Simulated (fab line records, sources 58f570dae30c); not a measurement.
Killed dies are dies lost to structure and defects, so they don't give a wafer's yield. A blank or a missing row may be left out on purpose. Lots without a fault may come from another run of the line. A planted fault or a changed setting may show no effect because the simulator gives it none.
Which tool did it? | flow berkeley_cmos170 | 14 lots, 42 wafers sampled, at 4 steps of a route of 331

WHAT THE GAUGES READ, wafer by wafer
UCB170_PVT_TW_MEAS_09. Usual: PVT_TW 506, standard deviation 4.
lot  | measured     | on            | PVT_TW      | flag
L575 | day 5 21:10  | film_metro-01 | 497 498 500 |
L576 | day 6 06:02  | film_metro-03 | 508 510 505 |
L577 | day 6 05:20  | film_metro-04 | 510 507 506 |
L578 | day 6 15:29  | film_metro-03 | 508 506 506 |
L579 | day 6 15:11  | film_metro-04 | 506 508 508 |
L580 | day 6 15:13  | film_metro-03 | 508 505 508 |
L582 | day 7 06:28  | film_metro-03 | 510 511 511 |
L583 | day 7 16:33  | film_metro-03 | 508 509 507 |
L586 | day 8 04:45  | film_metro-04 | 512 509 508 |
L590 | day 8 22:36  | film_metro-04 | 511 511 513 |
L589 | day 8 22:55  | film_metro-03 | 581 582 582 | OFF
L592 | day 8 22:03  | film_metro-03 | 504 509 509 |
L594 | day 10 00:23 | film_metro-03 | 584 582 586 | OFF
L596 | day 10 03:22 | film_metro-04 | 509 509 507 |

WHICH TOOL RAN EACH LOT (tool, then ch and the chambers of the sampled wafers, then the start)
lot  | UCB170_NWELL_STRIP_15               | UCB170_NVT_STRIP_08                  | UCB170_PVT_IMPLANT_07
L575 | plasma_asher-03 ch 0,1, day 2 07:52 | plasma_asher-03 ch 0,1, day 5 18:26  | implanter-02 ch 0, day 5 20:56
L576 | plasma_asher-02 ch 0, day 2 11:08   | plasma_asher-04 ch 0,1, day 6 01:13  | implanter-01 ch 0, day 6 05:48
L577 | plasma_asher-02 ch 0,1, day 2 16:52 | plasma_asher-04 ch 0,1, day 6 01:29  | implanter-01 ch 0, day 6 05:05
L578 | plasma_asher-04 ch 0,1, day 2 22:28 | plasma_asher-02 ch 0,1, day 6 12:32  | implanter-03 ch 0, day 6 15:11
L579 | plasma_asher-03 ch 0,1, day 3 04:08 | plasma_asher-03 ch 0,1, day 6 12:35  | implanter-01 ch 0, day 6 14:59
L580 | plasma_asher-04 ch 0,1, day 3 12:25 | plasma_asher-04 ch 0,1, day 6 12:42  | implanter-03 ch 0, day 6 14:59
L582 | plasma_asher-04 ch 0,1, day 3 19:06 | plasma_asher-03 ch 0, day 7 03:37    | implanter-03 ch 0, day 7 06:13
L583 | plasma_asher-03 ch 0,1, day 4 04:25 | plasma_asher-03 ch 0,1, day 7 14:04  | implanter-02 ch 0, day 7 16:20
L586 | plasma_asher-04 ch 0,1, day 4 20:34 | plasma_asher-03 ch 1, day 8 00:05    | implanter-01 ch 0, day 8 04:31
L590 | plasma_asher-03 ch 1, day 5 10:03   | plasma_asher-02 ch 0,1, day 8 19:14  | implanter-01 ch 0, day 8 22:21
L589 | plasma_asher-02 ch 0,1, day 5 10:05 | plasma_asher-03 ch 0,1, day 8 19:29  | implanter-02 ch 0, day 8 22:43
L592 | plasma_asher-03 ch 0,1, day 6 00:17 | plasma_asher-04 ch 0,1, day 8 18:42  | implanter-01 ch 0, day 8 21:48
L594 | plasma_asher-04 ch 0,1, day 6 09:37 | plasma_asher-02 ch 0,1, day 9 21:23  | implanter-02 ch 0, day 10 00:10
L596 | plasma_asher-04 ch 0,1, day 6 12:32 | plasma_asher-04 ch 0,1, day 10 01:16 | implanter-03 ch 0, day 10 03:07
- UCB170_NWELL_STRIP_15: strips in O2.
- UCB170_NVT_STRIP_08: strips in O2.
- UCB170_PVT_IMPLANT_07

WHAT THE TOOLS THEMSELVES READ (means of the sampled wafers that have a number; where no wafer has one, the mark that the record gives instead)
UCB170_NWELL_STRIP_15. Usual: drypump_motor_current_A 5.6 A, standard deviation 0.56; oes_product_au 0.722 a.u., standard deviation 0.0047; strip_time_to_endpoint_s 18.01 s, standard deviation 0.09.
lot  | tool            | drypump_motor_current_A (A) | oes_product_au (a.u.) | strip_time_to_endpoint_s (s) | flag
L575 | plasma_asher-03 | 5.8                         | 0.720                 | 18.11                        |
L576 | plasma_asher-02 | 5.8                         | 0.718                 | 18.14                        |
L577 | plasma_asher-02 | 6.0                         | 0.719                 | 18.11                        |
L578 | plasma_asher-04 | 4.8                         | 0.723                 | 18.06                        |
L579 | plasma_asher-03 | 5.9                         | 0.724                 | 18.03                        |
L580 | plasma_asher-04 | 5.1                         | 0.721                 | 17.91                        |
L582 | plasma_asher-04 | 4.8                         | 0.720                 | 18.02                        |
L583 | plasma_asher-03 | 5.9                         | 0.724                 | 17.95                        |
L586 | plasma_asher-04 | 5.1                         | 0.716                 | 18.01                        |
L590 | plasma_asher-03 | 5.6                         | 0.719                 | 18.02                        |
L589 | plasma_asher-02 | 6.1                         | 0.722                 | 17.85                        |
L592 | plasma_asher-03 | 5.9                         | 0.719                 | 17.96                        |
L594 | plasma_asher-04 | 5.1                         | 0.723                 | 18.07                        |
L596 | plasma_asher-04 | 5.1                         | 0.719                 | 18.01                        |

UCB170_NVT_STRIP_08. Usual: drypump_motor_current_A 5.5 A, standard deviation 0.56; oes_product_au 0.735 a.u., standard deviation 0.0046; strip_time_to_endpoint_s 21.63 s, standard deviation 0.063.
lot  | tool            | drypump_motor_current_A (A) | oes_product_au (a.u.) | strip_time_to_endpoint_s (s) | flag
L575 | plasma_asher-03 | 6.0                         | 0.734                 | 21.65                        |
L576 | plasma_asher-04 | 5.1                         | 0.731                 | 21.69                        |
L577 | plasma_asher-04 | 5.0                         | 0.736                 | 21.66                        |
L578 | plasma_asher-02 | 6.1                         | 0.736                 | 21.61                        |
L579 | plasma_asher-03 | 6.0                         | 0.734                 | 21.59                        |
L580 | plasma_asher-04 | 4.8                         | 0.732                 | 21.60                        |
L582 | plasma_asher-03 | 6.1                         | 0.732                 | 21.75                        |
L583 | plasma_asher-03 | 5.9                         | 0.736                 | 21.70                        |
L586 | plasma_asher-03 | 5.6                         | 0.731                 | 21.59                        |
L590 | plasma_asher-02 | 6.0                         | 0.735                 | 21.55                        |
L589 | plasma_asher-03 | 5.8                         | 0.731                 | 21.68                        |
L592 | plasma_asher-04 | 4.8                         | 0.732                 | 21.57                        |
L594 | plasma_asher-02 | 5.9                         | 0.737                 | 21.72                        |
L596 | plasma_asher-04 | 5.0                         | 0.737                 | 21.55                        |

UCB170_PVT_IMPLANT_07. Usual: dose_ions_cm2 1.9997e+12, standard deviation 1.9e+09; faraday_current_uA 6.35, standard deviation 0.11.
lot  | tool         | dose_ions_cm2 | faraday_current_uA | flag
L575 | implanter-02 | 1.9982e+12    | 6.42               |
L576 | implanter-01 | 2.0008e+12    | 6.36               |
L577 | implanter-01 | 1.9975e+12    | 6.37               |
L578 | implanter-03 | 1.9976e+12    | 6.29               |
L579 | implanter-01 | 2.0004e+12    | 6.34               |
L580 | implanter-03 | 2.0003e+12    | 6.49               |
L582 | implanter-03 | 2.0030e+12    | 6.30               |
L583 | implanter-02 | 1.9984e+12    | 6.46               |
L586 | implanter-01 | 2.0014e+12    | 6.33               |
L590 | implanter-01 | 1.9994e+12    | 6.30               |
L589 | implanter-02 | 3.1119e+12    | 9.77               | OFF
L592 | implanter-01 | 1.9974e+12    | 6.32               |
L594 | implanter-02 | 3.1107e+12    | 9.85               | OFF
L596 | implanter-03 | 1.9976e+12    | 6.31               |

THE ANSWER, worked out from the rows above alone
Rule: a lot is off if the mean of its wafers that have a number lies more than 3 standard deviations from the usual mean. A lot without any number at a reading at which 4 lots or more have one is off too. The other lots that the step has rows for count as sound. The gauges are gone through in route order, then the tools' own readings, and for those a lot's mean is taken as printed above. The first step at which some lot is off is used, and at that step the reading that is off furthest; a lot without a number counts as furthest.
Off: L589, L594, at UCB170_PVT_TW_MEAS_09 (PVT_TW).
A tool fits if, at a process step before that reading, it ran every lot that is off, and no sound lot after the first of them. The gauges at UCB170_PVT_TW_MEAS_09 aren't tried: what is off there is off at UCB170_PVT_IMPLANT_07 too, on other tools, and a gauge's error can't cause that. One fits: implanter-02 at UCB170_PVT_IMPLANT_07. Its last sound lot is L583 (day 7 16:20), its first lot that is off L589 (day 8 22:43): a fault that began between those two fits.
The tool's own readings at UCB170_PVT_IMPLANT_07 bear it out: on the lots that are off they differ by more than 5 times the standard deviation of the sound lots' means. dose_ions_cm2 reads 3.1113e+12 there against 1.9993e+12 on the sound lots; faraday_current_uA reads 9.81 there against 6.36 on the sound lots.

WHAT THE SIMULATOR HAD PUT IN
Process parameter drift: implanter-02, from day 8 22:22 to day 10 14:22, at UCB170_PVT_IMPLANT_07. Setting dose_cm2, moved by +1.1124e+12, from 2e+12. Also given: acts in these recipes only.
Lots struck among those shown: L589, L594. The rule above found the same.
